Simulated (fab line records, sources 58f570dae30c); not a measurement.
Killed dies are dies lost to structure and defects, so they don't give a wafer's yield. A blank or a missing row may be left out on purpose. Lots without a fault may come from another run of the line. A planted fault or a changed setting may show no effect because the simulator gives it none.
Split-lot experiment | flow berkeley_cmos170 | 5 lots, 23 wafers read, on a route of 331 steps

THE SPLIT
At UCB170_PVT_COAT_01 (resist thk 900 nm), the setting resist_thk_nm was moved away from the recipe's 900 nm on 5 of the 23 wafers read, by -5.6% to +1.5%. The other wafers ran this setting at the recipe's value.

The reading is taken at the split's own step.

THE READING
KrF_of_PVT_COAT_01.thk_nm (the simulator's own value, which no gauge read), in nm, at UCB170_PVT_COAT_01 (resist thk 900 nm). The file gives no usual value for it. The 18 wafers here that ran the recipe average 902.2 nm, standard deviation 2.7 nm.

wafer  | tool, chamber at the split | resist_thk_nm as run, nm | against the recipe | KrF_of_PVT_COAT_01.thk_nm, nm | against lot-mates on the recipe
L074.1 | litho_track-03, 0          | 900                      | recipe             | 902.9                         | -
L074.3 | litho_track-03, 0          | 900                      | recipe             | 906.5                         | -
L074.6 | litho_track-03, 0          | 900                      | recipe             | 906.5                         | -
L074.4 | litho_track-03, 0          | 900                      | recipe             | 903.4                         | -
L074.5 | litho_track-03, 0          | 900                      | recipe             | 902.4                         | -
L075.1 | litho_track-01, 0          | 900                      | recipe             | 904.7                         | -
L075.3 | litho_track-01, 0          | 900                      | recipe             | 902.3                         | -
L075.4 | litho_track-01, 0          | 900                      | recipe             | 902.6                         | -
L075.5 | litho_track-01, 0          | 900                      | recipe             | 903.9                         | -
L075.6 | litho_track-01, 0          | 900                      | recipe             | 903.6                         | -
L076.2 | litho_track-03, 0          | 849.9                    | -5.6%              | 849.4                         | -52.3
L076.3 | litho_track-03, 0          | 900                      | recipe             | 903.1                         | -
L076.4 | litho_track-03, 0          | 900                      | recipe             | 900.5                         | -
L076.5 | litho_track-03, 0          | 900                      | recipe             | 901.6                         | -
L076.6 | litho_track-03, 0          | 849.9                    | -5.6%              | 849.3                         | -52.4
L081.2 | litho_track-04, 0          | 900                      | recipe             | 896.9                         | -
L081.3 | litho_track-04, 0          | 900                      | recipe             | 899.1                         | -
L081.4 | litho_track-04, 0          | 900                      | recipe             | 897                           | -
L085.1 | litho_track-03, 0          | 913.6                    | +1.5%              | 913                           | +12.2
L085.2 | litho_track-03, 0          | 913.6                    | +1.5%              | 913.2                         | +12.4
L085.3 | litho_track-03, 0          | 913.6                    | +1.5%              | 917.5                         | +16.7
L085.4 | litho_track-03, 0          | 900                      | recipe             | 898.8                         | -
L085.6 | litho_track-03, 0          | 900                      | recipe             | 902.9                         | -

THE FIT
A straight line over all 23 wafers: KrF_of_PVT_COAT_01.thk_nm changes by +9.33 nm for each +1% of resist_thk_nm; r = +0.99; the points scatter about the line by 2.7 nm.
The same after taking each lot's own level away (the mean of its wafers on the recipe; 23 wafers): +9.37 nm for each +1%; r = +1.00; scatter 1.5 nm.
On that fit, the largest move of resist_thk_nm shifts the reading by 52 nm.
The lots' own levels span 897.67 to 904.34 nm, that is 2.5 times the standard deviation above.
So the lot-to-lot level changes the slope little: the two slopes agree.
Check: with one of the wafers moved furthest among these (-5.6%) left out of the fit, the line predicts -52.2 nm for it against its lot-mates. It came out at -52.3 nm against them.

OTHER SPLITS ON THESE WAFERS
These wafers also went through other splits before the reading. Each is held against what the fit with the lots' levels taken away leaves over:
other split on the same wafers       | wafers away from the commonest value | r with KrF_of_PVT_COAT_01.thk_nm (lot level and that fit taken away)
UCB170_NWELL_IMPLANT_14 energy_kev   | 7                                    | +0.04
UCB170_PWELL_OXIDATION_02 ox_time_s  | 18                                   | +0.03
UCB170_PWELL_COAT_08 spin_rpm        | 11                                   | +0.04
UCB170_WELLDRIVE_OXIDATION_01 temp_c | 15                                   | -0.04
UCB170_ACTIVE_CVD_05 pressure_mtorr  | 15                                   | +0.03
UCB170_PFIELD_IMPLANT_07 dose_cm2    | 8                                    | +0.14
UCB170_NVT_IMPLANT_07 energy_kev     | 11                                   | -0.28

THE WHOLE CHAIN: every reading that the file lists as answering this split, in the file's order
step                | what it does      | reading                                                                    | change (the file's fit)              | r (the file's)
UCB170_PVT_COAT_01  | resist thk 900 nm | KrF_of_PVT_COAT_01.thk_nm (the simulator's own value, which no gauge read) | +9.39 nm for each +1% of the setting | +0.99
UCB170_PVT_STRIP_08 | strips in O2      | strip_time_to_endpoint_s                                                   | withheld for each +1% of the setting | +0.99

THE FILE'S OWN FIT
KrF_of_PVT_COAT_01.thk_nm changes by +9.39 nm for each +1% of resist_thk_nm, r = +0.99.
